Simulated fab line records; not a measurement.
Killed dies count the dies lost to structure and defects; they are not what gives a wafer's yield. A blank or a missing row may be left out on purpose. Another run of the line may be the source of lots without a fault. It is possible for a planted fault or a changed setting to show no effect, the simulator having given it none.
Which tool was responsible?    flow berkeleyCmos170    Sampling: 15 lots, 45 wafers, 6 of 331 route steps

WHAT THE GAUGES READ, wafer by wafer
UCB170_NWELL_OVL_MEAS_12.
lot   measured     on          NWELL_OVL (nm)
L661  day 2 14:01  overlay-01  8 7 5
L662  day 2 19:41  overlay-02  7 0 6
L664  day 3 04:44  overlay-02  3 5 1
L663  day 3 05:01  overlay-01  8 8 3
L665  day 3 10:01  overlay-01  -3 3 2
L667  day 3 16:49  overlay-02  6 7 8
L668  day 3 23:51  overlay-02  4 0 0
L676  day 5 15:56  overlay-02  5 12 10
L675  day 5 16:08  overlay-01  2 6 6
L677  day 5 22:45  overlay-02  -5 8 5
L679  day 6 11:48  overlay-01  0 1 -1
L680  day 6 19:20  overlay-01  -3 -3 -3
L681  day 6 19:30  overlay-01  9 2 6
L682  day 7 09:48  overlay-02  -7 -5 -3
L683  day 7 10:05  overlay-02  -5 -1 -2

UCB170_GATE_THK_MEAS_05.
lot   measured      on            GATE_POLY_THK (nm)
L661  day 7 17:19   filmMetro-01  214.3 214.3 216.2
L662  day 7 18:52   filmMetro-03  432.1 431.5 429.7
L664  day 8 05:52   filmMetro-04  218.9 217.2 216.9
L663  day 8 05:48   filmMetro-04  213.0 212.8 214.0
L665  day 8 05:49   filmMetro-01  213.7 214.9 214.5
L667  day 8 19:44   filmMetro-04  430.6 426.7 426.4
L668  day 8 19:44   filmMetro-03  426.6 424.1 422.9
L676  day 9 23:43   filmMetro-04  214.7 214.9 217.1
L675  day 9 23:49   filmMetro-03  211.7 210.8 212.8
L677  day 11 01:22  filmMetro-01  219.2 217.2 217.8
L679  day 11 04:44  filmMetro-03  218.3 218.4 218.3
L680  day 11 17:02  filmMetro-01  215.7 216.7 214.7
L681  day 11 17:02  filmMetro-03  218.5 217.6 215.6
L682  day 12 01:50  filmMetro-01  212.5 212.5 213.2
L683  day 12 01:52  filmMetro-03  216.9 217.1 217.4

UCB170_V2_OVL_MEAS_13.
lot   measured      on          V2_OVL (nm)
L661  day 9 13:41   overlay-01  6 -12 -8
L664  day 9 21:22   overlay-01  2 -8 0
L663  day 9 21:55   overlay-01  11 6 -4
L665  day 10 00:55  overlay-01  4 -3 -8
L676  day 11 13:20  overlay-02  -8 -9 -11
L675  day 11 14:57  overlay-01  6 -5 2
L677  day 12 17:49  overlay-02  -5 -13 -15
L679  day 12 17:41  overlay-01  8 -1 6
L680  day 13 03:53  overlay-01  -12 -1 1
L681  day 13 08:58  overlay-02  -5 -14 -6
L682  day 13 16:47  overlay-02  0 6 -9
L683  day 13 15:48  overlay-01  -9 3 2

TOOL THAT RAN EACH LOT (tool first, then ch and the chambers of the sampled wafers, then the start)
lot   UCB170_GATE_CVD_04                                         UCB170_GATE_ETCH_15              UCB170_M1_SPUTTER_00
L661  lpcvd-01 ch 0, day 7 15:53                                 rieSi-02 ch 1,2,3, day 7 18:25   pvdSputter-02, day 8 21:29
L662  lpcvd-01 ch 1, day 7 15:53                                 rieSi-01 ch 1,2,3, day 7 20:02   -
L664  lpcvd-02 ch 1, day 8 04:24                                 rieSi-02 ch 2,3, day 8 07:38     pvdSputter-02, day 9 08:08
L663  lpcvd-02 ch 0, day 8 04:24                                 rieSi-01 ch 1,2, day 8 07:02     pvdSputter-02, day 9 08:11
L665  lpcvd-02 ch 0, day 8 04:24                                 rieSi-02 ch 1,3, day 8 07:17     pvdSputter-04, day 9 11:02
L667  lpcvd-02 ch 0, day 8 15:44 and lpcvd-01 ch 0, day 8 18:19  rieSi-02 ch 1,3, day 8 21:05     -
L668  lpcvd-02 ch 1, day 8 15:44 and lpcvd-01 ch 1, day 8 18:19  rieSi-01 ch 2,3, day 8 21:44     -
L676  lpcvd-01 ch 1, day 9 22:19                                 rieSi-01 ch 0,3, day 10 02:08    pvdSputter-03, day 11 02:11
L675  lpcvd-01 ch 1, day 9 22:19                                 rieSi-02 ch 0,1,3, day 10 02:41  pvdSputter-04, day 11 02:11
L677  lpcvd-02 ch 0, day 10 23:58                                rieSi-01 ch 0,1,3, day 11 02:28  pvdSputter-02, day 12 03:29
L679  lpcvd-02 ch 1, day 11 03:20                                rieSi-01 ch 0,2,3, day 11 05:59  pvdSputter-03, day 12 03:08
L680  lpcvd-02 ch 0, day 11 15:38                                rieSi-02 ch 0,1,2, day 11 18:20  pvdSputter-03, day 12 16:28
L681  lpcvd-02 ch 1, day 11 15:38                                rieSi-01 ch 0,2,3, day 11 18:37  pvdSputter-04, day 12 17:04
L682  lpcvd-02 ch 1, day 12 00:26                                rieSi-01 ch 0,2,3, day 12 03:04  pvdSputter-04, day 13 04:10
L683  lpcvd-02 ch 1, day 12 00:26                                rieSi-02 ch 1,2, day 12 02:56    pvdSputter-02, day 13 02:00
- UCB170_GATE_CVD_04: deposits poly-Si from SiH4, time 1440 s, target thk 214 nm.
- UCB170_GATE_ETCH_15: etches poly-Si in HBr/Cl2, stops on SiO2, time 56.3 s, target depth 278.2 nm.
- UCB170_M1_SPUTTER_00: material Al, target thk 600 nm, time 80 s.

AS READ BY THE TOOLS THEMSELVES (means over the sampled wafers that have a number; for cases with no such wafer, the mark the record gives instead)
UCB170_GATE_CVD_04.
lot   tool               pressureMtorr (mTorr)  spikeTcLoadC (C)  spikeTcSourceC (C)  susceptorTempC (C)  zonePowerLoadPct (%)
L661  lpcvd-01           375.1                  628.8             634.2               610.12              12.5
L662  lpcvd-01           374.9                  635.7             626.9               609.88              13.1
L664  lpcvd-02           376.1                  631.8             633.1               610.25              10.9
L663  lpcvd-02           375.3                  632.6             631.6               610.12              12.0
L665  lpcvd-02           374.5                  633.8             631.3               609.93              12.0
L667  lpcvd-02/lpcvd-01  374.6                  631.7             633.3               610.14              12.2
L668  lpcvd-02/lpcvd-01  375.1                  633.8             630.9               610.14              12.1
L676  lpcvd-01           374.5                  636.5             627.1               610.24              13.0
L675  lpcvd-01           374.5                  634.8             627.2               610.04              13.0
L677  lpcvd-02           375.3                  633.3             631.8               610.08              12.1
L679  lpcvd-02           375.2                  631.9             634.9               610.46              10.8
L680  lpcvd-02           374.4                  634.0             631.8               610.16              12.0
L681  lpcvd-02           374.8                  631.7             634.4               610.32              10.9
L682  lpcvd-02           374.9                  632.0             634.6               610.02              10.9
L683  lpcvd-02           376.0                  631.7             635.4               609.95              10.8

UCB170_GATE_ETCH_15.
lot   tool      drypumpMotorCurrentA (A)  oesProductAu (a.u.)  throttleValvePct (%)
L661  rieSi-02  5.6                       0.842                26.4
L662  rieSi-01  5.3                       0.984                26.1
L664  rieSi-02  5.2                       0.848                26.2
L663  rieSi-01  5.3                       0.822                26.3
L665  rieSi-02  6.0                       0.838                26.4
L667  rieSi-02  6.0                       1.011                26.4
L668  rieSi-01  5.5                       0.977                26.2
L676  rieSi-01  5.4                       0.840                26.1
L675  rieSi-02  6.0                       0.830                26.6
L677  rieSi-01  5.3                       0.845                26.1
L679  rieSi-01  5.4                       0.839                26.2
L680  rieSi-02  5.6                       0.835                26.7
L681  rieSi-01  5.4                       0.840                26.2
L682  rieSi-01  5.4                       0.824                26.2
L683  rieSi-02  5.8                       0.839                26.7

UCB170_M1_SPUTTER_00.
lot   tool           throttleValvePct (%)
L661  pvdSputter-02  29.1
L664  pvdSputter-02  29.4
L663  pvdSputter-02  28.2
L665  pvdSputter-04  30.3
L676  pvdSputter-03  31.2
L675  pvdSputter-04  30.3
L677  pvdSputter-02  29.0
L679  pvdSputter-03  31.0
L680  pvdSputter-03  31.2
L681  pvdSputter-04  30.0
L682  pvdSputter-04  30.1
L683  pvdSputter-02  29.5

THE ANSWER, worked out from the rows above alone
Rule: usual is defined by the lots themselves. The widest of any qualifying gaps counts: lots, ordered by their means at a reading, are off when they make up no more than a third of the lots, leave a main group of 4 or more, and stand apart from it by 3 or more times the standard deviation of that group's means. The tables above print the reading to a certain number of digits; a main group whose means all agree to those digits is not used. A lot without any number at a reading at which 4 lots or more have one is off too. Where the step has rows for the other lots, those lots are counted as sound. Order of review: gauges by route order, followed by the tools' own readings, for which a lot's mean as printed above is used. At the first step where some lot is off, the reading lying furthest off is the one used; lots without a number count as furthest.
Off: L662, L667, L668, at UCB170_GATE_THK_MEAS_05 (GATE_POLY_THK). The main group has a mean of 215.6 nm with a standard deviation of 2.1.
A tool fits if, at a process step before that reading, it ran every lot that is off, and no sound lot after the first of them. Not tried: the gauges at UCB170_GATE_THK_MEAS_05; whatever is off there is also off at UCB170_GATE_ETCH_15, on other tools, and gauge error can't account for it. Not one of the candidates tried fits.

WHAT THE SIMULATOR HAD PUT IN
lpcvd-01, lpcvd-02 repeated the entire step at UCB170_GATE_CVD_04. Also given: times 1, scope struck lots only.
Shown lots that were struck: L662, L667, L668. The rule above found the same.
